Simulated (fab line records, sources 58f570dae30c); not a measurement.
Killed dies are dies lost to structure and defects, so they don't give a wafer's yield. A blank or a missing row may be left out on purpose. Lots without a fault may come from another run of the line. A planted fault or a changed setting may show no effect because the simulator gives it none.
fab line records | flow berkeley_cmos170 | part 2 of 2: steps 29 to 39 of 39
record lots=5 wafers=15 last_day=12
route steps=331 shown ACTIVE@69 PFIELD@79 FIELD@89 SACOX@97 SCREENOX@100 NVT@104
lots that met no fault: from a run of the same line without faults
start_h: hours from the record's first day to the start of the lot's first wafer shown | wait_h: hours since the lot's step before | " the same as in the row above | L1.1+2: a row that stands for several wafers | - no value, or no start given | * or withheld: withheld | < > ~ a bound
route shown NAME@n: a module of which the file shows steps, and the number in the route of the first | usual: mean/standard deviation of fault-free wafers | same: alike in all rows | chamber/n: place in a boat | sites: the reading at each site | _std_site: their standard deviation | _edge_site: outer sites' mean less inner sites' | radius_mm: how far each site lies from the wafer's centre | mask NAME#n: copy n | behind: the tool/chamber that last shaped the wafer | hold: why the lot was held/for how many hours/how that ended | device: the transistor (n, p or np) that didn't switch | end of line: the same wafers' tests at the end of the route | a step without rows: its recipe alone | killed: dies lost to structure and defects at the first sort, not the wafer's yield | map: a wafer's dies, x killed, . not, _ none there
set.NAME: the setting as run; set.NAME@STEP: as run at that earlier step | model.NAME: the simulator's own value behind a step, which no gauge read
lots at some steps of the route; a table a step, a row a wafer
services: from which hour (start_h, from the record's first day; less than 0 if before it) a tool's chamber was out of use, for how many hours, and why
## steps
# step UCB170_SACOX_CLEAN_00
# recipe chemistry=dHF dilution=25:1 time_s=7.5
# columns lot.wafer tool chamber start_h wait_h
L075.1+5+6 wet_bench-01 1 109.25 0.1
L083.1+3+6 wet_bench-03 0 144.45 0.2
L084.3+4+6 wet_bench-03 0 163.52 0.0
L087.2+3+5 wet_bench-01 3 163.58 0.0
L097.2+3+6 wet_bench-01 3 219.18 0.4
# step UCB170_SACOX_OXIDATION_01
# recipe temp_c=900 ambient=O2 target_thk_a=144 ox_time_s=2400
# usual spike_tc_load_C=926.0/1.8 spike_tc_source_C=922.2/1.5 zone_power_load_pct=27.1/2.1
# columns lot.wafer tool chamber start_h wait_h spike_tc_load_C spike_tc_source_C zone_power_load_pct
L075.1 furnace-02 0 112.71 3.5 924.0 922.0 27.9
L075.5 " 0 " " 925.4 923.1 27.6
L075.6 " 0 " " 924.3 922.6 28.1
L083.1 furnace-02 0 146.94 2.5 924.1 921.1 27.8
L083.3 " 0 " " 925.6 921.0 27.7
L083.6 " 0 " " 924.8 921.2 27.8
L084.3 furnace-01 0 166.54 3.0 929.1 924.0 28.1
L084.4 " 0 " " 930.2 926.0 28.9
L084.6 " 0 " " 928.4 924.7 28.3
L087.2 furnace-01 0 166.54 2.9 928.7 923.0 28.0
L087.3 " 0 " " 929.0 925.9 28.0
L087.5 " 0 " " 929.0 922.8 28.1
L097.2 furnace-01 0 220.66 1.5 929.0 925.0 27.9
L097.3 " 0 " " 928.2 923.2 27.8
L097.6 " 0 " " 930.4 923.4 27.8
# step UCB170_SACOX_THK_MEAS_02
# recipe reads=SiO2_of_SACOX_OXIDATION_01
# usual SACOX_OXIDE_THK=14.33/0.27
# columns lot.wafer tool chamber start_h wait_h SACOX_OXIDE_THK[nm]
L075.1 film_metro-03 - 114.38 0.0 14.56
L075.5 " - " " 14.58
L075.6 " - " " 14.80
L083.1 film_metro-03 - 148.60 0.0 14.52
L083.3 " - " " 14.84
L083.6 " - " " 14.35
L087.2 film_metro-01 - 168.22 0.0 14.37
L087.3 " - " " 14.56
L087.5 " - " " 14.53
L084.3 film_metro-03 - 168.23 0.0 14.38
L084.4 " - " " 14.60
L084.6 " - " " 14.58
L097.2 film_metro-01 - 222.34 0.0 14.16
L097.3 " - " " 14.13
L097.6 " - " " 14.17
# step UCB170_SCREENOX_WET_ETCH_00
# recipe chemistry=dHF dilution=25:1 target=SiO2 temp_c=25 time_s=200
# usual bath_heat_duty_pct=6.5/0.94
# columns lot.wafer tool chamber start_h wait_h bath_heat_duty_pct
L075.1 wet_bench-03 1 114.44 0.1 6.3
L075.5 " 1 " " 6.0
L075.6 " 1 " " 6.9
L083.1 wet_bench-03 0 148.66 0.1 6.6
L083.3 " 0 " " 5.9
L083.6 " 0 " " 6.4
L084.3 wet_bench-03 3 168.27 0.0 4.8
L084.4 " 3 " " 4.7
L084.6 " 3 " " 4.3
L087.2 wet_bench-03 1 168.27 0.0 6.1
L087.3 " 1 " " 6.6
L087.5 " 1 " " 6.0
L097.2 wet_bench-04 2 223.86 1.5 6.8
L097.3 " 2 " " 8.1
L097.6 " 2 " " 6.9
# step UCB170_SCREENOX_OXIDATION_01
# recipe temp_c=900 ambient=O2 target_thk_a=144 ox_time_s=2400
# usual spike_tc_load_C=926.9/1.8 spike_tc_source_C=924.0/1.4 zone_power_load_pct=27.1/1.2
# columns lot.wafer tool chamber start_h wait_h spike_tc_load_C spike_tc_source_C zone_power_load_pct
L075.1 furnace-02 0 118.38 3.9 925.4 923.2 27.6
L075.5 " 0 " " 923.4 922.6 28.1
L075.6 " 0 " " 924.0 922.1 27.5
L083.1 furnace-03 0 152.38 3.7 925.4 924.7 25.6
L083.3 " 0 " " 923.1 924.6 25.6
L083.6 " 0 " " 926.0 925.2 25.9
L084.3 furnace-01 0 171.04 2.7 929.4 922.9 28.7
L084.4 " 0 " " 928.5 922.3 28.0
L084.6 " 0 " " 927.7 925.5 28.0
L087.2 furnace-01 0 171.04 2.7 928.9 923.5 27.8
L087.3 " 0 " " 927.9 924.2 28.0
L087.5 " 0 " " 928.0 924.0 28.2
L097.2 furnace-02 0 224.27 0.3 927.0 922.7 27.7
L097.3 " 0 " " 927.1 923.2 28.0
L097.6 " 0 " " 927.7 920.5 28.4
# step UCB170_SCREENOX_THK_MEAS_02
# recipe reads=SiO2_of_SCREENOX_OXIDATION_01
# usual SCREENOX_OXIDE_THK=14.31/0.24
# columns lot.wafer tool chamber start_h wait_h SCREENOX_OXIDE_THK[nm]
L075.1 film_metro-01 - 120.04 0.0 14.54
L075.5 " - " " 14.49
L075.6 " - " " 14.23
L083.1 film_metro-03 - 154.05 0.0 14.22
L083.3 " - " " 14.22
L083.6 " - " " 14.24
L084.3 film_metro-03 - 172.73 0.0 14.33
L084.4 " - " " 14.05
L084.6 " - " " 14.03
L087.2 film_metro-01 - 172.78 0.1 14.21
L087.3 " - " " 13.89
L087.5 " - " " 14.18
L097.2 film_metro-03 - 225.94 0.0 14.12
L097.3 " - " " 14.39
L097.6 " - " " 14.20
# step UCB170_SCREENOX_ANNEAL_03
# recipe temp_c=900 time_s=900 ambient=N2
# usual spike_tc_load_C=927.1/1.7 spike_tc_source_C=923.8/1.1 zone_power_load_pct=27.4/1
# columns lot.wafer tool chamber start_h wait_h spike_tc_load_C spike_tc_source_C zone_power_load_pct
L075.1 furnace-02 0 122.74 2.7 924.6 922.5 28.2
L075.5 " 0 " " 924.0 923.3 28.0
L075.6 " 0 " " 923.8 923.3 28.3
L083.1 furnace-03 0 156.88 2.8 929.6 924.1 26.0
L083.3 " 0 " " 927.9 924.1 25.9
L083.6 " 0 " " 924.8 923.7 25.6
L084.3 furnace-01 0 175.26 2.5 927.4 923.3 28.4
L084.4 " 0 " " 929.2 925.3 28.2
L084.6 " 0 " " 926.9 924.9 27.6
L087.2 furnace-01 0 175.26 2.5 928.6 923.5 27.8
L087.3 " 0 " " 930.3 924.0 28.1
L087.5 " 0 " " 929.1 924.0 28.5
L097.2 furnace-02 0 229.88 3.9 926.3 923.5 27.9
L097.3 " 0 " " 925.1 923.5 28.0
L097.6 " 0 " " 924.3 922.9 28.1
# step UCB170_NVT_HMDS_00
# recipe prime_time_s=60 prime_temp_c=100
# columns lot.wafer tool chamber start_h wait_h
L075.1+5+6 litho_track-01 0 124.12 0.1
L083.1+3+6 litho_track-02 0 158.13 0.0
L087.2+3+5 litho_track-01 0 176.92 0.4
L084.3+4+6 litho_track-04 0 177.01 0.5
L097.2+3+6 litho_track-02 0 231.63 0.5
# step UCB170_NVT_COAT_01
# recipe resist=KrF spin_rpm=1500 resist_thk_nm=900
# columns lot.wafer tool chamber start_h wait_h
L075.1+5+6 litho_track-01 0 124.27 0.1
L083.1+3+6 litho_track-02 0 158.28 0.1
L087.2+3+5 litho_track-01 0 177.07 0.1
L084.3+4+6 litho_track-04 0 177.16 0.1
L097.2+3+6 litho_track-02 0 231.78 0.1
# step UCB170_NVT_SOFTBAKE_02
# recipe resist=KrF temp_c=130 time_s=60
# columns lot.wafer tool chamber start_h wait_h
L075.1+5+6 litho_track-01 0 124.42 0.1
L083.1+3+6 litho_track-02 0 158.43 0.1
L087.2+3+5 litho_track-01 0 177.22 0.1
L084.3+4+6 litho_track-04 0 177.31 0.1
L097.2+3+6 litho_track-02 0 231.93 0.1
# step UCB170_NVT_EXPOSE_03
# recipe mask_id=PWELL target_cd_nm=3000 na=0.5 sigma_outer=0.6 source_shape=conventional dose_mj=30
# columns lot.wafer tool chamber start_h wait_h mask
L075.1+5+6 krf_scanner-02 0 124.69 0.2 PWELL#0
L083.1+3+6 krf_scanner-01 0 158.71 0.2 PWELL#0
L087.2+3+5 krf_scanner-02 0 177.49 0.2 PWELL#0
L084.3+4+6 krf_scanner-01 0 177.75 0.4 PWELL#0
L097.2+3+6 krf_scanner-01 0 - - PWELL#0
## services
# columns tool chamber start_h hours kind
krf_scanner-02 - 62.75 0.8 pm
krf_scanner-01 - 67.18 4.0 pm
krf_scanner-01 - 87.33 7.5 repair
furnace-03 - 87.76 44.6 pm
rie_diel-01 - 96.25 14.6 pm
krf_scanner-01 - 102.37 1.3 pm
furnace-02 - 108.53 2.9 pm
wet_bench-01 - 111.36 3.0 repair
krf_scanner-01 - 113.32 4.4 pm
rie_diel-01 - 126.91 0.2 repair
krf_scanner-02 - 133.11 0.8 repair
krf_scanner-02 - 141.38 1.3 pm
furnace-02 - 143.49 3.4 pm
furnace-01 - 148.81 3.3 pm
krf_scanner-02 - 149.68 1.0 pm
plasma_asher-04 - 153.10 4.3 pm
krf_scanner-02 - 156.25 0.3 repair
krf_scanner-01 - 172.36 1.0 pm
furnace-01 - 172.71 1.3 pm
furnace-03 - 189.13 3.9 pm
wet_bench-03 - 194.50 1.9 pm
wet_bench-03 - 214.68 5.2 repair
krf_scanner-02 - 214.71 3.0 pm
krf_scanner-02 - 231.60 0.8 pm
